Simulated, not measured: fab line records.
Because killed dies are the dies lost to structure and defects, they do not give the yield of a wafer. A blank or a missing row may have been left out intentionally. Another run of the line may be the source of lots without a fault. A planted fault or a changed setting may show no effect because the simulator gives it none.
The same fault as seen by 2 desks    flow rit_cmos    numbers are kept per desk, each desk with only its own; the story behind them comes last

## FROM THE METROLOGY DESK
Means of the sampled wafers that have a number, per lot and without regard to the tool the lot ran on: this is what the gauges read. A lot is out of limits, marked OUT, if its mean lies more than 4 standard deviations from the usual mean; the brackets give that distance.
Columns: A = INCOMING_BOW at RIT_ACTIVE_BOW_MEAS_00, usual 0 um; B = NWELL_RS at RIT_WELLDRIVE_RS_MEAS_01, usual 275.9 ohm/sq; C = PWELL_RS at RIT_WELLDRIVE_RS_MEAS_02, usual 430.1 ohm/sq; D = M1_AL_THK at RIT_M1_THK_MEAS_02, usual 400 nm; E = cd_nm at RIT_M1_CD_MEAS_09, usual 2599.7 nm
lot   first seen here  A   B                C                 D    E
L594  day 1 10:01      0   275.6            430.2             394  2600.7
L595  day 1 15:00      3   275.7            430.0             405  2599.5
L596  day 1 20:00      6   275.4            430.0             394  2598.1
L598  day 2 06:00      7   275.5            430.6             404  2599.2
L599  day 2 11:00      -5  286.6 (+16) OUT  440.5 (+9.5) OUT  406  2600.5
L600  day 2 16:01      -2  286.6 (+17) OUT  440.7 (+9.6) OUT  393  2603.6
L601  day 2 21:00      3   275.9            430.4             405  2599.4
L602  day 3 02:00      -6  276.8            430.9             401  2599.6
L609  day 4 13:00      -3  275.0            428.9             400  2600.7
L610  day 4 18:01      2   277.1            430.9             395  2598.6
L613  day 5 09:00      6   276.6            431.3             400  2599.6
L614  day 5 14:00      5   275.6            430.7             400  2599.2
L616  day 6 00:02      -6  275.9            429.2             406  2596.2
L617  day 6 05:01      -1  276.0            429.8             398  2600.5
This desk finds L599, L600 out of limits, with the earliest case on L599 at day 3 13:27 (NWELL_RS at RIT_WELLDRIVE_RS_MEAS_01). L594, L595, L596, L598, L601, L602, L609, L610, L613, L614, L616, L617: within limits.

## TOOL OWNER'S DESK, furnace-01
At RIT_WELLDRIVE_ANNEAL_00 (time 14700 s), the tool's own readings, given per lot that ran on this tool as the mean of the sampled wafers with a number. A lot is out of limits, marked OUT, if its mean lies more than 4 standard deviations from the usual mean; the brackets give that distance.
Columns: A = run_length_s at RIT_WELLDRIVE_ANNEAL_00, usual 18269 s
lot   first seen here  A
L596  day 2 09:22      18273
L598  day 3 03:17      18281
L599  day 3 08:22      15340 (-99 or more) OUT
L600  day 3 14:46      15339 (-99 or more) OUT
L617  day 6 19:56      18270
This desk's finding: out of limits on L599, L600; first on L599, day 3 08:22 (run_length_s at RIT_WELLDRIVE_ANNEAL_00). L596, L598, L617: within limits.

## PUT TOGETHER
On L599, L600, at day 3 08:22, an alarm was possible from the tool owner's desk.
On L599, L600, the metrology desk was in a position to raise an alarm at day 3 13:27.
On furnace-01, each named lot ran RIT_WELLDRIVE_ANNEAL_00.

## WHAT THE SIMULATOR HAD PUT IN
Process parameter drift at RIT_WELLDRIVE_ANNEAL_00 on furnace-01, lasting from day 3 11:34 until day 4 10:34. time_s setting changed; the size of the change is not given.
Shown lots that were struck: L599, L600.
